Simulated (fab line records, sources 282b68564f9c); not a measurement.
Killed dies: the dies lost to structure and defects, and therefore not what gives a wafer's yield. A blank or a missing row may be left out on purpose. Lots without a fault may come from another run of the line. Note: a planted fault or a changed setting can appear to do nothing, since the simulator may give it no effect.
Split-lot experiment || flow rit_cmos || 5 lots, 23 wafers read, on a route of 202 steps

## SPLIT DETAILS
At RIT_NWELL_COAT_01 (resist thk 1300 nm), the setting spin_rpm was moved away from the recipe's 2000 rpm on 6 of the 23 wafers read, by -4.8% to +6.2%. For the rest of the wafers, this setting stayed at what the recipe calls for.

## SPLIT TO READING: what lies between them in the file, 1 step
- RIT_NWELL_DEVELOP_05: develop time 68 s (also split here: develop_time_s)

## THE READING
NOVOLAK_of_NWELL_COAT_01.thk_nm (the simulator's own value, which no gauge read), in nm, at RIT_NWELL_HARDBAKE_07 (time 120 s). The file does not state a usual value for it. The 17 wafers here that ran the recipe average 1138 nm, standard deviation 2.9 nm.

{"wafer": "L074.1", "tool, chamber at the split": "litho_track-02, 0", "spin_rpm as run, rpm": 1904, "against the recipe": "-4.8%", "NOVOLAK_of_NWELL_COAT_01.thk_nm, nm": 1166, "against lot-mates on the recipe": "+30"}
{"wafer": "L074.3", "tool, chamber at the split": "litho_track-02, 0", "spin_rpm as run, rpm": 1904, "against the recipe": "-4.8%", "NOVOLAK_of_NWELL_COAT_01.thk_nm, nm": 1166, "against lot-mates on the recipe": "+30"}
{"wafer": "L074.4", "tool, chamber at the split": "litho_track-02, 0", "spin_rpm as run, rpm": 1904, "against the recipe": "-4.8%", "NOVOLAK_of_NWELL_COAT_01.thk_nm, nm": 1166, "against lot-mates on the recipe": "+30"}
{"wafer": "L074.5", "tool, chamber at the split": "litho_track-02, 0", "spin_rpm as run, rpm": 2000, "against the recipe": "recipe", "NOVOLAK_of_NWELL_COAT_01.thk_nm, nm": 1136, "against lot-mates on the recipe": "-"}
{"wafer": "L074.6", "tool, chamber at the split": "litho_track-02, 0", "spin_rpm as run, rpm": 2000, "against the recipe": "recipe", "NOVOLAK_of_NWELL_COAT_01.thk_nm, nm": 1135, "against lot-mates on the recipe": "-"}
{"wafer": "L077.1", "tool, chamber at the split": "litho_track-04, 0", "spin_rpm as run, rpm": 2000, "against the recipe": "recipe", "NOVOLAK_of_NWELL_COAT_01.thk_nm, nm": 1137, "against lot-mates on the recipe": "-"}
{"wafer": "L077.2", "tool, chamber at the split": "litho_track-04, 0", "spin_rpm as run, rpm": 2000, "against the recipe": "recipe", "NOVOLAK_of_NWELL_COAT_01.thk_nm, nm": 1137, "against lot-mates on the recipe": "-"}
{"wafer": "L077.3", "tool, chamber at the split": "litho_track-04, 0", "spin_rpm as run, rpm": 2000, "against the recipe": "recipe", "NOVOLAK_of_NWELL_COAT_01.thk_nm, nm": 1138, "against lot-mates on the recipe": "-"}
{"wafer": "L077.4", "tool, chamber at the split": "litho_track-04, 0", "spin_rpm as run, rpm": 2000, "against the recipe": "recipe", "NOVOLAK_of_NWELL_COAT_01.thk_nm, nm": 1139, "against lot-mates on the recipe": "-"}
{"wafer": "L077.6", "tool, chamber at the split": "litho_track-04, 0", "spin_rpm as run, rpm": 2000, "against the recipe": "recipe", "NOVOLAK_of_NWELL_COAT_01.thk_nm, nm": 1135, "against lot-mates on the recipe": "-"}
{"wafer": "L080.1", "tool, chamber at the split": "litho_track-02, 0", "spin_rpm as run, rpm": 2000, "against the recipe": "recipe", "NOVOLAK_of_NWELL_COAT_01.thk_nm, nm": 1145, "against lot-mates on the recipe": "-"}
{"wafer": "L080.2", "tool, chamber at the split": "litho_track-02, 0", "spin_rpm as run, rpm": 2123, "against the recipe": "+6.2%", "NOVOLAK_of_NWELL_COAT_01.thk_nm, nm": 1114, "against lot-mates on the recipe": -30}
{"wafer": "L080.4", "tool, chamber at the split": "litho_track-02, 0", "spin_rpm as run, rpm": 2000, "against the recipe": "recipe", "NOVOLAK_of_NWELL_COAT_01.thk_nm, nm": 1142, "against lot-mates on the recipe": "-"}
{"wafer": "L080.5", "tool, chamber at the split": "litho_track-02, 0", "spin_rpm as run, rpm": 2123, "against the recipe": "+6.2%", "NOVOLAK_of_NWELL_COAT_01.thk_nm, nm": 1110, "against lot-mates on the recipe": -34}
{"wafer": "L080.6", "tool, chamber at the split": "litho_track-02, 0", "spin_rpm as run, rpm": 2123, "against the recipe": "+6.2%", "NOVOLAK_of_NWELL_COAT_01.thk_nm, nm": 1109, "against lot-mates on the recipe": -34}
{"wafer": "L082.1", "tool, chamber at the split": "litho_track-03, 0", "spin_rpm as run, rpm": 2000, "against the recipe": "recipe", "NOVOLAK_of_NWELL_COAT_01.thk_nm, nm": 1135, "against lot-mates on the recipe": "-"}
{"wafer": "L082.3", "tool, chamber at the split": "litho_track-03, 0", "spin_rpm as run, rpm": 2000, "against the recipe": "recipe", "NOVOLAK_of_NWELL_COAT_01.thk_nm, nm": 1135, "against lot-mates on the recipe": "-"}
{"wafer": "L082.2", "tool, chamber at the split": "litho_track-03, 0", "spin_rpm as run, rpm": 2000, "against the recipe": "recipe", "NOVOLAK_of_NWELL_COAT_01.thk_nm, nm": 1134, "against lot-mates on the recipe": "-"}
{"wafer": "L085.1", "tool, chamber at the split": "litho_track-04, 0", "spin_rpm as run, rpm": 2000, "against the recipe": "recipe", "NOVOLAK_of_NWELL_COAT_01.thk_nm, nm": 1139, "against lot-mates on the recipe": "-"}
{"wafer": "L085.4", "tool, chamber at the split": "litho_track-04, 0", "spin_rpm as run, rpm": 2000, "against the recipe": "recipe", "NOVOLAK_of_NWELL_COAT_01.thk_nm, nm": 1139, "against lot-mates on the recipe": "-"}
{"wafer": "L085.2", "tool, chamber at the split": "litho_track-04, 0", "spin_rpm as run, rpm": 2000, "against the recipe": "recipe", "NOVOLAK_of_NWELL_COAT_01.thk_nm, nm": 1137, "against lot-mates on the recipe": "-"}
{"wafer": "L085.3", "tool, chamber at the split": "litho_track-04, 0", "spin_rpm as run, rpm": 2000, "against the recipe": "recipe", "NOVOLAK_of_NWELL_COAT_01.thk_nm, nm": 1142, "against lot-mates on the recipe": "-"}
{"wafer": "L085.6", "tool, chamber at the split": "litho_track-04, 0", "spin_rpm as run, rpm": 2000, "against the recipe": "recipe", "NOVOLAK_of_NWELL_COAT_01.thk_nm, nm": 1140, "against lot-mates on the recipe": "-"}

FIT RESULTS
A straight line over all 23 wafers: NOVOLAK_of_NWELL_COAT_01.thk_nm changes by -4.96 nm for each +1% of spin_rpm; r = -0.98; the points scatter about the line by 3.3 nm.
The same after taking each lot's own level away (the mean of its wafers on the recipe; 23 wafers): -5.71 nm for each +1%; r = -0.99; scatter 1.9 nm.
According to that fit, moving spin_rpm by its largest amount changes the reading by 35 nm.
From 1134.7 to 1143.5 nm: that is the span of the lots' own levels, equal to 3.0 times the standard deviation above.
Hence the slope depends on the lot-to-lot level, as the two fits are not the same.
Check: with one of the wafers moved furthest among these (+6.2%) left out of the fit, the line predicts -35.9 nm for it against its lot-mates. It came out at -29.5 nm against them.

## THESE WAFERS: OTHER SPLITS
These wafers also went through other splits before the reading. Each is held against what the fit with the lots' levels taken away leaves over:
{"other split on the same wafers": "RIT_ACTIVE_OXIDATION_01 ox_time_s", "wafers away from the commonest value": 15, "r with NOVOLAK_of_NWELL_COAT_01.thk_nm (lot level and that fit taken away)": "+0.00"}
{"other split on the same wafers": "RIT_ACTIVE_CVD_03 pressure_mtorr", "wafers away from the commonest value": 15, "r with NOVOLAK_of_NWELL_COAT_01.thk_nm (lot level and that fit taken away)": "+0.28"}
{"other split on the same wafers": "RIT_ACTIVE_ETCH_13 pressure_mtorr", "wafers away from the commonest value": 15, "r with NOVOLAK_of_NWELL_COAT_01.thk_nm (lot level and that fit taken away)": "+0.02"}
{"other split on the same wafers": "RIT_NWELL_DEVELOP_05 develop_time_s", "wafers away from the commonest value": 5, "r with NOVOLAK_of_NWELL_COAT_01.thk_nm (lot level and that fit taken away)": -0.20}

## THE WHOLE CHAIN: every reading that the file lists as answering this split, in the file's order
{"step": "RIT_NWELL_COAT_01", "what it does": "resist thk 1300 nm", "reading": "NOVOLAK_of_NWELL_COAT_01.thk_nm (the simulator's own value, which no gauge read)", "change (the file's fit)": "-6.51 nm for each +1% of the setting", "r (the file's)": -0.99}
{"step": "RIT_NWELL_HARDBAKE_07", "what it does": "time 120 s", "reading": "NOVOLAK_of_NWELL_COAT_01.thk_nm (the simulator's own value, which no gauge read)", "change (the file's fit)": "-5.61 nm for each +1% of the setting", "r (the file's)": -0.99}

## FILE'S OWN FIT
NOVOLAK_of_NWELL_COAT_01.thk_nm changes by -5.61 nm for each +1% of spin_rpm, r = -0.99.
